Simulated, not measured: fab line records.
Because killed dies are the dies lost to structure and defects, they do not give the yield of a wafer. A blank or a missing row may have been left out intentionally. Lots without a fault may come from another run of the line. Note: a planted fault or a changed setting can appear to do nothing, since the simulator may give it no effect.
Chamber matching    flow berkeley cmos170    UCB170_GATE_ETCH_14 on rie diel-04: 4 sister chambers
The step etches BARC in N2/H2. 4 wafers are shown with their chamber, then 7 later ones without.

== WAFERS PAIRED WITH THEIR CHAMBERS ==
wafer   chamber  drypump motor current A (A)
L914.1  1        6.2
L919.6  0        6.2
L922.1  2        5.9
L922.2  3        5.3

== WAFERS MISSING THEIR CHAMBER ==
wafer   drypump motor current A (A)
L922.5  5.2
L927.1  6.3
L927.4  5.9
L927.5  5.3
L924.1  6.2
L924.3  5.2
L924.4  6.2

== WHICH CHAMBER EACH WENT THROUGH ==
wafer   from the rows above      in truth
L922.5  3                        3
L927.1  can't be placed: 0 or 1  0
L927.4  2                        2
L927.5  3                        3
L924.1  can't be placed: 0 or 1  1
L924.3  3                        3
L924.4  can't be placed: 0 or 1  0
Correctly placed: 4 of 7. Not placeable from these rows: 3 (in 3, the candidates include the true chamber). Placed wrongly: 0.
How it was worked out, from the rows above alone: a wafer's distance from a chamber is the root of the sum, over the readings, of the square of ((its reading less the chamber's mean) divided by the reading's scatter). If the next closest chamber is less than 2 further off than the closest, the wafer can't be placed; otherwise it belongs to the closest. For every chamber, the mean is computed from those of its wafers that are shown. The scatter: root of mean squared gap, hidden wafer to nearest shown wafer, with one shown wafer a chamber.
